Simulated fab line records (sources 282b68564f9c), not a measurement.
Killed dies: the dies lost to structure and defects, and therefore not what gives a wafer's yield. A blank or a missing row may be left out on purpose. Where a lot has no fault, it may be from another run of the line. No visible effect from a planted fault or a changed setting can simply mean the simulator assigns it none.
Which tool did it? ; flow rit_cmos ; route of 202 steps, sampled at 1 step: 14 lots, 42 wafers

== WHAT THE GAUGES READ, wafer by wafer ==
The record holds no reading of a measuring or inspecting step that can be judged against a usual standard deviation.

== EACH LOT AND THE TOOL THAT RAN IT (in order: tool; ch and the chambers of the sampled wafers; start) ==
lot;RIT_ACTIVE_OXIDATION_01
L915;furnace-03 ch 0, day 1 10:07
L916;furnace-01 ch 0, day 1 15:07
L917;furnace-01 ch 0, day 1 20:07
L918;furnace-04 ch 0, day 2 01:07
L927;furnace-04, day 3 22:12
L928;furnace-01, day 4 03:07
L930;furnace-04 ch 0, day 4 13:07
L931;furnace-01 ch 0, day 4 18:07
L932;furnace-04 ch 0, day 4 23:07
L933;furnace-03 ch 0, day 5 04:07
L934;furnace-01 ch 0, day 5 09:07
L936;furnace-03 ch 0, day 5 19:07
L937;furnace-03 ch 0, day 6 00:07
L938;furnace-04 ch 0, day 6 05:07
- RIT_ACTIVE_OXIDATION_01: target thk 46.8 nm, ox time 3360 s.

== AS READ BY THE TOOLS THEMSELVES (means over the sampled wafers that have a number; for cases with no such wafer, the mark the record gives instead) ==
RIT_ACTIVE_OXIDATION_01.
lot;tool;ox_temp_c (C);ox_temp_c_max;tube_center_temp_C_max
L915;furnace-03;999.7;1005.3;1003.1
L916;furnace-01;1000.4;1005.3;1002.9
L917;furnace-01;1000.7;1005.4;1002.6
L918;furnace-04;1000.3;1004.6;1002.5
L927;furnace-04;-;-;-
L928;furnace-01;-;-;-
L930;furnace-04;999.3;1004.0;1002.4
L931;furnace-01;1000.1;1006.0;1002.6
L932;furnace-04;1000.0;1004.4;1003.4
L933;furnace-03;999.5;1005.4;1002.8
L934;furnace-01;1000.0;1005.0;1002.4
L936;furnace-03;999.8;1005.0;1002.4
L937;furnace-03;1000.2;1006.0;1002.5
L938;furnace-04;999.4;1003.8;1002.7

== THE ANSWER, worked out from the rows above alone ==
Rule: the lots themselves supply what counts as usual. Put in order of their means at a reading, lots are off if they are a third of the lots or fewer, leave a main group of 4 or more, and stand apart from it by a gap of 3 or more times the standard deviation of the main group's means; of several such gaps the widest counts. If all means in a main group match to the digits the tables above print for the reading, that group is not used. A lot without any number at a reading at which 4 lots or more have one is off too. Any other lot the step has rows for is counted as sound. First the gauges in route order, then the tools' own readings, where a lot's mean is used as printed above. At the first step where some lot is off, the reading lying furthest off is the one used; lots without a number count as furthest.
Off: L927, L928 (RIT_ACTIVE_OXIDATION_01, ox_temp_c). Without a number there: L927, L928. The main group: mean 1000.0 C, standard deviation 0.41.
If a tool, at that step or one of the process steps before it, ran each lot that is off and ran no sound lot following the first of them, it fits. None of those tried fits.

== WHAT WAS PUT IN BY THE SIMULATOR ==
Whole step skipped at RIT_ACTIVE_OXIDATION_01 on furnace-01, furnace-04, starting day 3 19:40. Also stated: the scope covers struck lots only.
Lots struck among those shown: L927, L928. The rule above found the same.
